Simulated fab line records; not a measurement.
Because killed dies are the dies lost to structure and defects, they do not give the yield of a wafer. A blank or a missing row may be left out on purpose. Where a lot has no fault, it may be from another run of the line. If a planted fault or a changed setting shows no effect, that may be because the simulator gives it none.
One fault through the eyes of 2 desks | flow ritCmos | what lay behind the numbers comes last; until then each desk has only its own

AT THE TOOL OWNER'S DESK: rieMetal-01
The tool's own readings at RIT_M1_METAL_ETCH_12 (etches Al in Cl2/BCl3, stops on SiO2, time 165 s, target depth 600 nm): means of the sampled wafers that have a number, for each lot that ran on this tool. Any lot whose mean is over 4 standard deviations away from the usual mean is out of limits and marked OUT; that distance is given in the brackets.
Columns: A = drypumpMotorCurrentA at RIT_M1_METAL_ETCH_12, usual 5.6 A; B = oesProductAu at RIT_M1_METAL_ETCH_12, usual 0.779 a.u.; C = runLengthS at RIT_M1_METAL_ETCH_12, usual 193.2 s; D = throttleValvePct at RIT_M1_METAL_ETCH_12, usual 8.21 %
lot  | first seen here | A   | B     | C               | D
L460 | day 4 00:00     | 5.5 | 0.777 | 193.4           | 8.14
L463 | day 4 13:02     | 5.5 | 0.777 | 193.3           | 8.14
L469 | day 5 22:48     | 5.6 | 0.766 | 193.3           | 8.21
L474 | day 7 02:23     | 5.6 | 0.745 | 208.6 (+30) OUT | 8.21
L476 | day 7 10:59     | 5.6 | 0.745 | 208.6 (+30) OUT | 8.21
Finding of this desk: L474, L476 out of limits; the first was L474 at day 7 02:23, on runLengthS at RIT_M1_METAL_ETCH_12. Within limits: L460, L463, L469.

METROLOGY DESK
What the gauges read, lot by lot, whatever tool the lot ran on: means of the sampled wafers that have a number. Any lot whose mean is over 4 standard deviations away from the usual mean is out of limits and marked OUT; that distance is given in the brackets.
Columns: A = cdNm at RIT_M1_CD_MEAS_90, usual 2598 nm
lot  | first seen here | A
L458 | day 3 12:06     | 2599
L459 | day 3 17:55     | 2601
L460 | day 4 00:32     | 2594
L463 | day 4 13:34     | 2601
L464 | day 4 20:50     | 2599
L465 | day 5 05:38     | 2599
L468 | day 5 19:32     | 2598
L467 | day 5 21:54     | 2595
L469 | day 5 23:20     | 2599
L471 | day 6 15:51     | 2600
L474 | day 7 02:55     | 2594
L476 | day 7 11:31     | 2593
L477 | day 7 15:07     | 2593
L480 | day 8 03:13     | 2595
This desk's verdict: no lot among the 14 shows anything out of limits.

ALL TOGETHER
An alarm could have come from the tool owner's desk at day 7 02:23, on L474, L476.
From the metrology desk's view, nothing was out of limits.
The metrology desk holds a record of L474, L476, inside its limits.
Of the lots named, all ran RIT_M1_METAL_ETCH_12 on rieMetal-01.

WHAT THE SIMULATOR HAD INSERTED
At RIT_M1_METAL_ETCH_12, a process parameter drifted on rieMetal-01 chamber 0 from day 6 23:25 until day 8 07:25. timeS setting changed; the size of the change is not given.
Struck lots among those shown: L474, L476.
Time in hours from fault onset to the first out-of-limits reading at each desk: the tool owner's desk, 3.
